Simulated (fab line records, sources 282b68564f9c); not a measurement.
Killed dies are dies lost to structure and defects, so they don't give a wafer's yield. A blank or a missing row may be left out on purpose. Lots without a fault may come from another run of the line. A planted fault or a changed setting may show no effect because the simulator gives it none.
A struck lot beside a sound one | flow rit_cmos | 14 steps out of a route of 202
Sound: wafers L553.2, L553.4, L553.6. Struck: wafer L560.6. (L560.2, L560.4 of the same lot were not struck and are left out.) The cause comes at the end.
At each step with rows: each side's tool, then ch and its chambers, then its first start. Under that, the readings that differ: sound wafers | struck wafers | difference of the means | sigmas: that difference in standard deviations of wafers without a fault.
alike: readings whose means differ by less than 2 such deviations, and words and numbers that are the same on both sides. not compared: withheld readings, readings that some wafer has no value for, bounds like >300 that may hide the same value, and numbers for which the record gives no deviation and whose values overlap.
The two part at a step that has a row with sigmas, a row that says differs or no value, or rows on one side only. Numbers that don't overlap but have no deviation are shown without sigmas and don't part them. A reading that every wafer of one side lacks parts them only if that side has two wafers or more.

first, 2 steps without rows for these wafers: RIT_PLDD_PEB_04; RIT_PLDD_DEVELOP_05 (develop time 50 s).
RIT_PLDD_OVL_MEAS_06:
  sound on overlay-02, day 4 12:32; struck on overlay-02, day 5 22:56
  alike: PLDD_OVL
then, 2 steps without rows for these wafers: RIT_PLDD_HARDBAKE_07 (time 60 s); RIT_PLDD_IMPLANT_08.
RIT_PLDD_STRIP_09: strips in O2, time 180 s.
  sound on plasma_asher-04 ch 0,1, day 4 12:57; struck on plasma_asher-01 ch 0, day 5 23:16
  alike: chamber_pressure_mTorr, drypump_motor_current_A
  not compared: rf_hours_counter_h
RIT_PLDD_TW_MEAS_10:
  sound on film_metro-02, day 4 13:08; struck on film_metro-03, day 5 23:26
  reading | sound          | struck | difference | sigmas
  PLDD_TW | 2398 2396 2393 | 2318   | -78        | -3
then, 4 steps without rows for these wafers: RIT_SPACER_CLEAN_00 (cleans in SC1, time 600 s); RIT_SPACER_CLEAN_01 (cleans in dHF, time 30 s); RIT_SPACER_CLEAN_02 (cleans in SC2, time 600 s); RIT_SPACER_CVD_03 (deposits Si3N4 from SiH2Cl2/NH3, target thk 250 nm, time 3300 s).
RIT_SPACER_THK_MEAS_04:
  sound on film_metro-03, day 4 15:29; struck on film_metro-04, day 6 02:45
  reading                 | sound             | struck | difference | sigmas
  SPACER_NITRIDE_THK (nm) | 250.8 252.0 251.8 | 247.2  | -4.3       | -2
RIT_SPACER_ETCHBACK_05: etches Si3N4 in SF6/CHF3, stops on SiO2, target depth 250 nm, time 240 s.
  sound on rie_diel-02 ch 0,1,2, day 4 15:32; struck on rie_diel-04 ch 0, day 6 02:48
  reading                                  | sound             | struck | difference | sigmas
  oes_product_au (a.u.)                    | 0.831 0.848 0.829 | 0.657  | -0.179     | -13
  model.etch.depth_nm (nm)                 | 250.5 252.2 251.6 | 169.4  | -82.0      |
  model.poly-Si_of_GATE_CVD_08.thk_nm (nm) | 167.1 167.5 170.7 | 200.9  | +32.5      |
  model.Si3N4_of_SPACER_CVD_03.thk_nm (nm) | 195.3 197.6 199.4 | 218.1  | +20.7      |
  alike: chamber_pressure_mTorr, drypump_motor_current_A, throttle_valve_pct
  not compared: rf_hours_counter_h
then, 1 step without rows for these wafers: RIT_NSD_HMDS_00 (prime time 60 s).

WHERE THEY PART
First at RIT_PLDD_TW_MEAS_10; last, within this record, at RIT_SPACER_ETCHBACK_05.

WHY: what the simulator had put in
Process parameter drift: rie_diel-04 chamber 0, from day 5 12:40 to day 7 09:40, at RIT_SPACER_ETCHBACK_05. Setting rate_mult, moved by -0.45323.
